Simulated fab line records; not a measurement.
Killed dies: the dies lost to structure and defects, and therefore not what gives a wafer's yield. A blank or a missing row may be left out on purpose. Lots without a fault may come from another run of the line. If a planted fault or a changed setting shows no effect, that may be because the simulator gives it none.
The tool behind it: which one? :: flow rit-cmos :: 21 wafers from 7 lots sampled at 3 of the route's 202 steps

== WHAT THE GAUGES SHOWED, per wafer ==
RIT_CONTACT_CD_MEAS_08: target cd 1000 nm.
lot: L522
measured: day 4 06:25
on: cd-sem-01
cd-nm (nm): 1001.7 1002.5 1001.3

lot: L525
measured: day 4 19:39
on: cd-sem-01
cd-nm (nm): 1000.6 998.0 1001.6

lot: L529
measured: day 5 12:24
on: cd-sem-01
cd-nm (nm): 996.6 998.7 998.8

lot: L532
measured: day 6 02:13
on: cd-sem-01
cd-nm (nm): 999.6 998.6 995.4

lot: L537
measured: day 7 03:50
on: cd-sem-01
cd-nm (nm): 998.1 996.6 997.6

lot: L539
measured: day 7 12:19
on: cd-sem-01
cd-nm (nm): 1000.6 1001.2 1001.0

lot: L541
measured: day 8 01:55
on: cd-sem-02
cd-nm (nm): 1000.6 1001.4 1002.5

== WHICH TOOL RAN EACH LOT (tool, then ch and the chambers of the sampled wafers, then the start) ==
lot: L522
RIT_NRETRO_STRIP_09: plasma-asher-04 ch 0,1, day 3 02:23
RIT_NSD_EXPOSE_03: iline-stepper-02 ch 0, day 4 01:07

lot: L525
RIT_NRETRO_STRIP_09: plasma-asher-02 ch 0,1, day 3 17:13
RIT_NSD_EXPOSE_03: iline-stepper-01 ch 0, day 4 14:04

lot: L529
RIT_NRETRO_STRIP_09: plasma-asher-03 ch 0,1, day 4 14:23
RIT_NSD_EXPOSE_03: iline-stepper-01, day 5 07:16

lot: L532
RIT_NRETRO_STRIP_09: plasma-asher-03 ch 0,1, day 5 02:46
RIT_NSD_EXPOSE_03: iline-stepper-01 ch 0, day 5 21:13

lot: L537
RIT_NRETRO_STRIP_09: plasma-asher-03 ch 0,1, day 6 02:16
RIT_NSD_EXPOSE_03: iline-stepper-02 ch 0, day 6 22:51

lot: L539
RIT_NRETRO_STRIP_09: plasma-asher-03 ch 0,1, day 6 13:12
RIT_NSD_EXPOSE_03: iline-stepper-02 ch 0, day 7 07:02

lot: L541
RIT_NRETRO_STRIP_09: plasma-asher-04 ch 0,1, day 6 23:14
RIT_NSD_EXPOSE_03: iline-stepper-01 ch 0, day 7 20:50
- RIT_NRETRO_STRIP_09: strips in O2, time 180 s.
- RIT_NSD_EXPOSE_03: exposes mask M9, target cd 40700 nm.

== THE ANSWER, worked out from the rows above alone ==
Rule: the usual values come from the lots themselves. The widest of any qualifying gaps counts: lots, ordered by their means at a reading, are off when they make up no more than a third of the lots, leave a main group of 4 or more, and stand apart from it by 3 or more times the standard deviation of that group's means. The tables above print the reading to a certain number of digits; a main group whose means all agree to those digits is not used. Also off: a lot with no number at a reading for which 4 or more lots have one. The other lots that the step has rows for count as sound.
None of the lots is off at any reading shown; this tells nothing.

== WHAT WAS PUT IN BY THE SIMULATOR ==
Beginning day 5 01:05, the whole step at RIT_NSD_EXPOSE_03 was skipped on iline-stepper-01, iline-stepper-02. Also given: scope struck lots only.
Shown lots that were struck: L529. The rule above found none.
